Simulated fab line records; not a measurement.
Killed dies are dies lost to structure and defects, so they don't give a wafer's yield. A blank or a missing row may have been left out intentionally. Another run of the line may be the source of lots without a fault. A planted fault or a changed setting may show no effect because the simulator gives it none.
Which tool did it? + flow rit-cmos + 7 lots, 21 wafers sampled, at 2 steps of a route of 202

## WHAT EACH GAUGE READ, for each wafer
RIT_ACTIVE_THK_MEAS_04.
| lot  | measured    | on            | ACTIVE_NITRIDE_THK (nm) |
|------|-------------|---------------|-------------------------|
| L843 | day 1 20:15 | film-metro-02 | 148.6 148.1 148.2       |
| L845 | day 2 04:32 | film-metro-02 | 149.5 149.8 148.7       |
| L848 | day 2 22:17 | film-metro-03 | 148.4 149.0 148.3       |
| L854 | day 4 01:32 | film-metro-03 | 148.6 149.3 148.0       |
| L857 | day 4 18:25 | film-metro-02 | 121.4 121.3 119.9       |
| L859 | day 5 03:52 | film-metro-02 | 122.9 122.1 120.8       |
| L863 | day 6 03:02 | film-metro-02 | 149.5 148.9 149.4       |

## WHICH TOOL RAN EACH LOT (tool, then ch and the chambers of the sampled wafers, then the start)
| lot  | RIT_ACTIVE_CVD_03          |
|------|----------------------------|
| L843 | lpcvd-02 ch 0, day 1 18:07 |
| L845 | lpcvd-01 ch 0, day 2 03:07 |
| L848 | lpcvd-02 ch 0, day 2 20:51 |
| L854 | lpcvd-01 ch 1, day 4 00:07 |
| L857 | lpcvd-01 ch 1, day 4 17:01 |
| L859 | lpcvd-01 ch 0, day 5 02:26 |
| L863 | lpcvd-02 ch 1, day 6 01:35 |
- RIT_ACTIVE_CVD_03: deposits Si3N4 from SiH2Cl2/NH3, target thk 150 nm, time 1500 s.

## THE ANSWER, worked out from the rows above alone
Rule: the lots themselves supply what counts as usual. Put in order of their means at a reading, lots are off if they are a third of the lots or fewer, leave a main group of 4 or more, and stand apart from it by a gap of 3 or more times the standard deviation of the main group's means; of several such gaps the widest counts. Not used: any main group whose means are identical at the precision the tables above print for the reading. Also off: a lot with no number at a reading for which 4 or more lots have one. Any other lot the step has rows for is counted as sound.
Off: L857, L859, at RIT_ACTIVE_THK_MEAS_04 (ACTIVE_NITRIDE_THK). The main group has a mean of 148.8 nm with a standard deviation of 0.41.
A tool fits if, at a process step before that reading, it ran every lot that is off, and no sound lot after the first of them. Gauges at RIT_ACTIVE_THK_MEAS_04: tried the same way as those tools. One fits: RIT_ACTIVE_CVD_03 on lpcvd-01. A fault onset in the window from L854 (day 4 00:07, its last sound lot) to L857 (day 4 17:01, its first lot off) fits.

## WHAT THE SIMULATOR PUT IN
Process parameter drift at RIT_ACTIVE_CVD_03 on lpcvd-01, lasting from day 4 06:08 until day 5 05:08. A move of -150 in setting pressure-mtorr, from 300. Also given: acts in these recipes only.
Shown lots that were struck: L857, L859. Same finding as the rule above.
